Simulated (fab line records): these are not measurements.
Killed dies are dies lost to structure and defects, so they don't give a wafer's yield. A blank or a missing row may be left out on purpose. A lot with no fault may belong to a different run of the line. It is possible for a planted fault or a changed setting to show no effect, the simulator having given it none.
Struck lot and sound lot, side by side | flow ritCmos | 15 steps out of a route of 202
Sound: these wafers, L509.1, L509.4, L509.5. Struck: wafers L515.1, L515.3, L515.4. Last of all comes the cause.
At each step with rows: each side's tool, then ch and its chambers, then its first start. Under that, the readings that differ: sound wafers | struck wafers | difference of the means | sigmas: that difference in standard deviations of wafers without a fault.
alike: readings whose means differ by less than 2 such deviations, and words and numbers that are the same on both sides. not compared: withheld readings, readings that some wafer has no value for, bounds like >300 that may hide the same value, and numbers for which the record gives no deviation and whose values overlap.
The two part at a step that has a row with sigmas, a row that says differs or no value, or rows on one side only. Numbers that don't overlap but have no deviation are shown without sigmas and don't part them. Lack of a reading on every wafer of one side parts them only where that side has two or more wafers.

RIT_CONTACT_STRIP_12: strips in O2, time 180 s.
  sound on plasmaAsher-03 ch 0,1, day 3 13:22; struck on plasmaAsher-01 ch 0,1, day 4 20:08
  alike: drypumpMotorCurrentA
  not compared: rfHoursCounterH
RIT_CONTACT_CD_MEAS_90 targets a cd of 1000 nm.
  sound on cdSem-01, day 3 13:32; struck on cdSem-01, day 4 20:19
  alike: cdNm
then, 2 steps without rows for these wafers: RIT_CONTACT_CLEAN_13 (cleans in SC1, time 600 s); RIT_CONTACT_CLEAN_14 (cleans in SC2, time 600 s).
RIT_M1_SPUTTER_00: material Al, target thk 400 nm, time 500 s.
  sound on pvdSputter-02, day 3 14:01; struck on pvdSputter-02, day 4 20:47
  alike: throttleValvePct
RIT_M1_RS_MEAS_01: measurement is done with a four-point probe.
  sound on filmMetro-01, day 3 14:18; struck on filmMetro-04, day 4 21:05
  alike: M1_AL_RS
RIT_M1_THK_MEAS_02: measures by xrf.
  sound on filmMetro-01, day 3 14:25; struck on filmMetro-04, day 4 21:12
  alike: M1_AL_THK
then, 5 steps without rows for these wafers: RIT_M1_HMDS_03 (prime time 60 s); RIT_M1_COAT_04 (resist thk 1300 nm); RIT_M1_SOFTBAKE_05 (time 60 s); RIT_M1_EXPOSE_06 (exposes mask M12, target cd 2600 nm); RIT_M1_PEB_07.
RIT_M1_DEVELOP_08: develop time 68 s.
  sound on lithoTrack-02 ch 0, day 3 15:00; struck on lithoTrack-02 ch 0, day 4 22:00
reading            | sound             | struck            | difference | sigmas
developerTempC (C) | 23.03 22.75 22.95 | 22.16 21.99 22.13 | -0.82      | -7
RIT_M1_CD_MEAS_09 targets a cd of 2600 nm.
  sound on cdSem-01, day 3 15:22; struck on cdSem-02, day 4 22:19
  alike: cdNm
RIT_M1_PROBE_99:
  only the struck wafers here have rows in the record (prober-02, day 5 01:01); the sound ones have none

## WHERE THEY PART
Earliest at RIT_M1_DEVELOP_08; latest, in this record, at RIT_M1_PROBE_99.

WHY: what had been put in by the simulator
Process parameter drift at RIT_M1_DEVELOP_08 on lithoTrack-02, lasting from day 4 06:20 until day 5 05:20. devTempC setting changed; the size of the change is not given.
